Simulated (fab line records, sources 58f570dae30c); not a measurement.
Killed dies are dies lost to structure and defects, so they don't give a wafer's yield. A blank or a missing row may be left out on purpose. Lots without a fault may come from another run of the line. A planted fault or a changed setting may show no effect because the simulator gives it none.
One fault seen from 2 desks | flow berkeley_cmos170 | each desk has only its own numbers; what lay behind them comes last

THE METROLOGY DESK
What the gauges read, lot by lot, whatever tool the lot ran on: means of the sampled wafers that have a number. A lot is out of limits, marked OUT, if its mean lies more than 4 standard deviations from the usual mean; the brackets give that distance.
Columns: A = GATE_POLY_THK at UCB170_GATE_THK_MEAS_05, usual 214.8 nm; B = cd_nm at UCB170_GATE_CD_MEAS_12, usual 349.7 nm; C = GATE_OVL at UCB170_GATE_OVL_MEAS_13, usual -3 nm
lot  | first seen here | A     | B     | C
L184 | day 6 16:10     | 211.2 | 345.7 | -1
L192 | day 8 06:47     | 214.6 | 348.2 | 2
L193 | day 8 06:47     | 214.1 | 347.5 | -15
L194 | day 8 13:50     | 215.3 | 349.4 | -8
L200 | day 9 18:54     | 214.2 | 352.2 | -2
L201 | day 9 18:55     | 216.5 | 349.4 | 2
This desk's finding: nothing out of limits on any of the 6 lots.

THE TOOL OWNER'S DESK: rie_si-01
The tool's own readings at UCB170_GATE_ETCH_15 (etches poly-Si in HBr/Cl2, stops on SiO2, time 56.3 s, target depth 278.2 nm): means of the sampled wafers that have a number, for each lot that ran on this tool. A lot is out of limits, marked OUT, if its mean lies more than 4 standard deviations from the usual mean; the brackets give that distance.
Columns: A = HBr_flow_sccm at UCB170_GATE_ETCH_15, usual 150.0 sccm; B = chamber_pressure_mTorr at UCB170_GATE_ETCH_15, usual 15.001 mTorr; C = drypump_motor_current_A at UCB170_GATE_ETCH_15, usual 5.6 A; D = he_backside_leak_sccm at UCB170_GATE_ETCH_15, usual 2.8 sccm; E = oes_product_au at UCB170_GATE_ETCH_15, usual 0.830 a.u.; F = run_length_s at UCB170_GATE_ETCH_15, usual 84.7 s; G = throttle_valve_pct at UCB170_GATE_ETCH_15, usual 26.55 %
lot  | first seen here | A     | B      | C   | D   | E                | F              | G
L193 | day 8 08:09     | 150.1 | 15.003 | 4.9 | 2.7 | 0.809            | 85.0           | 26.49
L194 | day 8 15:02     | 150.3 | 15.004 | 5.0 | 2.6 | 0.810            | 85.0           | 26.51
L200 | day 9 19:59     | 150.1 | 15.008 | 5.9 | 3.2 | 0.999 (+9.9) OUT | 62.6 (-44) OUT | 26.58
L201 | day 9 20:28     | 149.7 | 15.009 | 5.4 | 2.9 | 0.986 (+9.2) OUT | 62.2 (-45) OUT | 26.58
This desk's finding: out of limits on L200, L201; first on L200, day 9 19:59 (oes_product_au at UCB170_GATE_ETCH_15). In limits: L193, L194.

PUT TOGETHER
The tool owner's desk could have raised an alarm at day 9 19:59, on L200, L201.
The metrology desk saw nothing out of limits.
The metrology desk has L200, L201 on record, within its limits.
Of the lots named, all ran UCB170_GATE_ETCH_15 on rie_si-01.

WHAT THE SIMULATOR HAD PUT IN
Process parameter drift: rie_si-01, from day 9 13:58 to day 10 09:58, at UCB170_GATE_ETCH_15. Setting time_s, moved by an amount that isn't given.
Lots struck among those shown: L200, L201.
Hours from the fault's start to each desk's first reading out of limits: the tool owner's desk, 6.
